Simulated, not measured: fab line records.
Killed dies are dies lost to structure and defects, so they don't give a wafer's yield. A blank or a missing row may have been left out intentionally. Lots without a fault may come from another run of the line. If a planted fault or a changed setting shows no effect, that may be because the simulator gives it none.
Split-lot study | flow berkeley-cmos170 | on a route of 331 steps: 5 lots, 23 wafers read

== SPLIT DETAILS ==
At UCB170_SCREENOX_OXIDATION_01 (target thk 14.4 nm, ox time 2400 s), the setting ox-time-s was moved away from the recipe's 2400 s on 15 of the 23 wafers read, by +12.0% to +14.9%. All remaining wafers had this setting at the recipe value.

The file shows no step between the split and the reading.

== THE READING ==
SCREENOX_OXIDE_THK, in nm, at UCB170_SCREENOX_THK_MEAS_02. Fault-free wafers of this fab line usually give 14.32 nm, standard deviation 0.22 nm.

wafer  | tool, chamber at the split | ox-time-s as run, s | against the recipe | SCREENOX_OXIDE_THK, nm | against lot-mates on the recipe
L074.1 | -, -                       | 2689                | +12.0%             | 15.27                  | no lot-mate on the recipe
L074.3 | -, -                       | 2689                | +12.0%             | 15.39                  | no lot-mate on the recipe
L074.4 | -, -                       | 2689                | +12.0%             | 15.42                  | no lot-mate on the recipe
L074.5 | -, -                       | 2689                | +12.0%             | 15.74                  | no lot-mate on the recipe
L074.6 | -, -                       | 2689                | +12.0%             | 15.64                  | no lot-mate on the recipe
L080.1 | -, -                       | 2703                | +12.6%             | 15.41                  | no lot-mate on the recipe
L080.2 | -, -                       | 2703                | +12.6%             | 15.58                  | no lot-mate on the recipe
L080.3 | -, -                       | 2703                | +12.6%             | 15.25                  | no lot-mate on the recipe
L080.4 | -, -                       | 2703                | +12.6%             | 15.38                  | no lot-mate on the recipe
L080.5 | -, -                       | 2703                | +12.6%             | 15.70                  | no lot-mate on the recipe
L081.1 | -, -                       | 2758                | +14.9%             | 16.04                  | no lot-mate on the recipe
L081.2 | -, -                       | 2758                | +14.9%             | 15.93                  | no lot-mate on the recipe
L081.4 | -, -                       | 2758                | +14.9%             | 16.02                  | no lot-mate on the recipe
L081.5 | -, -                       | 2758                | +14.9%             | 16.16                  | no lot-mate on the recipe
L081.6 | -, -                       | 2758                | +14.9%             | 15.83                  | no lot-mate on the recipe
L082.2 | furnace-04, 0              | 2400                | recipe             | 14.29                  | -
L082.4 | furnace-04, 0              | 2400                | recipe             | 14.32                  | -
L082.6 | furnace-04, 0              | 2400                | recipe             | 14.25                  | -
L083.1 | -, -                       | 2400                | recipe             | 13.92                  | -
L083.3 | -, -                       | 2400                | recipe             | 14.04                  | -
L083.4 | -, -                       | 2400                | recipe             | 14.09                  | -
L083.5 | -, -                       | 2400                | recipe             | 14.09                  | -
L083.6 | -, -                       | 2400                | recipe             | 14.02                  | -

THE FIT
A straight line over all 23 wafers: SCREENOX_OXIDE_THK changes by +0.117 nm for each +1% of ox-time-s; r = +0.98; the points scatter about the line by 0.18 nm.
Too few moved wafers have a lot-mate on the recipe to fit a line with each lot's own level taken away.

== THE WHOLE CHAIN: every reading that the file lists as answering this split, in the file's order ==
step                         | what it does                       | reading                                                                               | change (the file's fit)               | r (the file's)
UCB170_SCREENOX_OXIDATION_01 | target thk 14.4 nm, ox time 2400 s | SiO2_of_SCREENOX_OXIDATION_01.thk-nm (the simulator's own value, which no gauge read) | +0.118 nm for each +1% of the setting | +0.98
UCB170_SCREENOX_THK_MEAS_02  |                                    | SCREENOX_OXIDE_THK                                                                    | +0.117 for each +1% of the setting    | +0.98

== FILE'S OWN FIT ==
SCREENOX_OXIDE_THK changes by +0.117 nm for each +1% of ox-time-s, r = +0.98.
